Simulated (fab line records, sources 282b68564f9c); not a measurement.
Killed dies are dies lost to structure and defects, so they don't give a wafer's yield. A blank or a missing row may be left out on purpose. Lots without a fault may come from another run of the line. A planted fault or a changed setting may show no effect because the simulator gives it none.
fab line records | flow rit_cmos
record lots=14 wafers=42 last_day=7
route steps=202 shown SILICIDE@165
lots that met no fault: from a run of the same line without faults
start_h: hours from the record's first day to the start of the lot's first wafer shown | wait_h: hours since the lot's step before | " the same as in the row above | L1.1+2: a row that stands for several wafers | - no value, or no start given | * or withheld: withheld | < > ~ a bound
route shown NAME@n: a module of which the file shows steps, and the number in the route of the first | usual: mean/standard deviation of fault-free wafers | same: alike in all rows | chamber/n: place in a boat | sites: the reading at each site | _std_site: their standard deviation | _edge_site: outer sites' mean less inner sites' | radius_mm: how far each site lies from the wafer's centre | mask NAME#n: copy n | behind: the tool/chamber that last shaped the wafer | hold: why the lot was held/for how many hours/how that ended | device: the transistor (n, p or np) that didn't switch | end of line: the same wafers' tests at the end of the route | a step without rows: its recipe alone | killed: dies lost to structure and defects at the first sort, not the wafer's yield | map: a wafer's dies, x killed, . not, _ none there
set.NAME: the setting as run; set.NAME@STEP: as run at that earlier step | model.NAME: the simulator's own value behind a step, which no gauge read
steps of the route over a sample of lots; a table a step, a row a wafer
## steps
# step RIT_SILICIDE_RTA_04
# recipe temp_c=650 time_s=10 idle_temp_c=25 ramp_up_s=5 ramp_down_s=5 cool_to_c=25 ambient=N2
# usual anneal_temp_c_max=653.0/0.73 chamber_o2_ppm=2.002/0.017 wafer_temp_C_max=652.5/0.71
# columns lot.wafer tool chamber start_h wait_h anneal_temp_c_max chamber_o2_ppm wafer_temp_C_max
L229.2 rtp_anneal-01 0 51.61 0.1 652.8 2.016 652.6
L229.4 " 0 " " 652.6 2.008 652.9
L229.6 " 0 " " 652.2 2.012 653.4
L230.1 rtp_anneal-02 0 56.04 0.1 653.1 1.983 651.2
L230.3 " 0 " " 653.6 1.993 651.5
L230.5 " 0 " " 653.3 1.988 652.8
L234.2 rtp_anneal-02 0 76.76 0.1 653.7 1.993 651.9
L234.3 " 0 " " 652.6 1.989 651.3
L234.5 " 0 " " 653.3 1.998 651.8
L235.2 rtp_anneal-01 0 80.52 0.1 652.9 1.984 654.2
L235.5 " 0 " " 652.6 1.992 653.2
L235.6 " 0 " " 652.3 2.018 653.3
L236.3 rtp_anneal-02 0 84.38 0.1 652.8 2.017 651.8
L236.4 " 0 " " 653.2 2.011 651.6
L236.6 " 0 " " 653.7 1.997 652.0
L237.1 rtp_anneal-01 0 91.66 0.1 652.5 2.022 653.5
L237.2 " 0 " " 652.0 2.019 652.9
L237.6 " 0 " " 652.4 2.025 652.1
L239.3 rtp_anneal-02 0 106.10 0.1 653.0 2.008 651.5
L239.4 " 0 " " 653.9 1.992 651.5
L239.5 " 0 " " 653.3 1.998 651.8
L241.2 rtp_anneal-01 0 112.72 0.1 651.8 2.033 654.6
L241.5 " 0 " " 652.3 1.996 654.1
L241.6 " 0 " " 651.8 2.016 652.6
L242.3 rtp_anneal-02 0 118.52 0.1 652.6 2.011 653.0
L242.4 " 0 " " 653.5 1.993 652.5
L242.5 " 0 " " 654.2 2.018 652.3
L246.2 rtp_anneal-02 0 138.57 0.1 653.0 1.988 652.2
L246.3 " 0 " " 653.1 2.005 653.1
L246.6 " 0 " " 653.1 2.009 652.6
L248.1 rtp_anneal-02 0 146.33 0.1 653.4 1.973 652.2
L248.5 " 0 " " 654.4 1.978 652.3
L248.6 " 0 " " 653.6 2.000 651.9
L249.1 rtp_anneal-01 - 149.43 0.1 - - -
L249.3 " - " " - - -
L249.6 " - " " - - -
L250.2 rtp_anneal-02 - 156.94 0.1 - - -
L250.4 " - " " - - -
L250.5 " - " " - - -
L252.1 rtp_anneal-02 0 165.88 0.1 653.6 2.020 652.6
L252.2 " 0 " " 653.7 1.996 652.9
L252.3 " 0 " " 653.7 1.998 652.4
## key
first_sign step=RIT_SILICIDE_RTA_04 reading=tool_record direction=missing
effect none on later readings
met_at RIT_SILICIDE_RTA_04
struck_lots L249,L250
later_rows_left_out L249.1,L249.3,L249.6,L250.2,L250.4,L250.5
sort_left_out L249.1,L249.3,L249.6,L250.2,L250.4,L250.5
tester_left_out L249,L250
onset_between 146.33 149.43
fault kind=skipped_step_whole tool=rtp_anneal-01,rtp_anneal-02 chamber=- onset_h=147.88 steps=RIT_SILICIDE_RTA_04 scope=struck_lots_only
# tester_left_out: of these lots the tester's yield and bins aren't shown, on N5 and GAA mostly nor the transistor test; their killed dies are dies lost to structure and defects alone, not to doping, threshold or leakage, so they don't give the yield
# sort_left_out: the simulated sort isn't trusted on such a fault, so these wafers' sort isn't shown, and their yield isn't known
# later_rows_left_out: the simulator's readings of these wafers behind a module that went badly wrong aren't trusted and aren't shown, but for the sort
